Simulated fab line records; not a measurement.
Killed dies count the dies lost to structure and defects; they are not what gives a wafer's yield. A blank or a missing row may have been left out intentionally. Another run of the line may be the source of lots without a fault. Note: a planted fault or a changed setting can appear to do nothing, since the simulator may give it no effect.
The same fault as seen by 2 desks | flow berkeleyCmos170 | only its own numbers are on each desk; what lay behind them is given at the end

== AT THE METROLOGY DESK ==
Lot by lot, what the gauges showed, no matter which tool ran the lot: averages of those sampled wafers that carry a number. Marked OUT: a lot whose mean sits more than 4 standard deviations from the usual mean, which makes it out of limits; the brackets give that distance. Readings shown: 7 of its 12, picked as those furthest out on some lot.
Columns: A = PLDD_RS at UCB170_SDANNEAL_RS_MEAS_04, usual 1031.5 ohm/sq; B = SILICIDE_TI_RS at UCB170_SILICIDE_RS_MEAS_02, usual 27.8 ohm/sq; C = CONTACT_PSG_THK at UCB170_CONTACT_THK_MEAS_02, usual 704 nm; D = cdNm at UCB170_CONTACT_CD_MEAS_15, usual 699.8 nm; E = CONTACT_OVL at UCB170_CONTACT_OVL_MEAS_16, usual 1 nm; F = cdNm at UCB170_CONTACT_CD_MEAS_90, usual 699.8 nm; G = M1_AL_THK at UCB170_M1_THK_MEAS_02, usual 596 nm
lot  | first seen here | A      | B    | C   | D     | E  | F     | G
L896 | day 9 11:55     | 1035.8 | 27.0 | 701 | 698.7 | 2  | 698.6 | 590
L894 | day 9 13:46     | 1027.5 | 27.5 | 702 | 702.1 | -3 | 702.0 | 599
L908 | day 11 16:06    | 1033.4 | 27.1 | 714 | 702.8 | -6 | 703.2 | 606
L910 | day 11 16:40    | 1030.8 | 28.0 | 707 | 698.7 | -1 | 697.6 | 594
L911 | day 12 04:57    | 1028.9 | 27.5 | 709 | 700.3 | 6  | 701.4 | 594
L913 | day 12 17:05    | 1031.7 | 28.0 | 703 | 700.0 | 3  | 699.1 | 590
This desk's finding: nothing out of limits on any of the 6 lots.

== TOOL OWNER'S DESK, rtpAnneal-01 ==
At UCB170_SILICIDE_RTA_04 (time 15 s), the tool's own readings, given per lot that ran on this tool as the mean of the sampled wafers with a number. Marked OUT: a lot whose mean sits more than 4 standard deviations from the usual mean, which makes it out of limits; the brackets give that distance.
Columns: A = lampPowerPct at UCB170_SILICIDE_RTA_04, usual 9.8 %; B = wafer_temp_C_max at UCB170_SILICIDE_RTA_04, usual 651.6
lot  | first seen here | A    | B
L894 | day 9 14:31     | 10.6 | 651.6
L908 | day 11 16:51    | 10.6 | 651.7
L910 | day 11 17:25    | 10.6 | 651.7
This desk's finding: nothing out of limits on any of the 3 lots.

== ALL TOGETHER ==
From the metrology desk's view, nothing was out of limits.
The tool owner's desk saw nothing out of limits.

== WHAT THE SIMULATOR HAD INSERTED ==
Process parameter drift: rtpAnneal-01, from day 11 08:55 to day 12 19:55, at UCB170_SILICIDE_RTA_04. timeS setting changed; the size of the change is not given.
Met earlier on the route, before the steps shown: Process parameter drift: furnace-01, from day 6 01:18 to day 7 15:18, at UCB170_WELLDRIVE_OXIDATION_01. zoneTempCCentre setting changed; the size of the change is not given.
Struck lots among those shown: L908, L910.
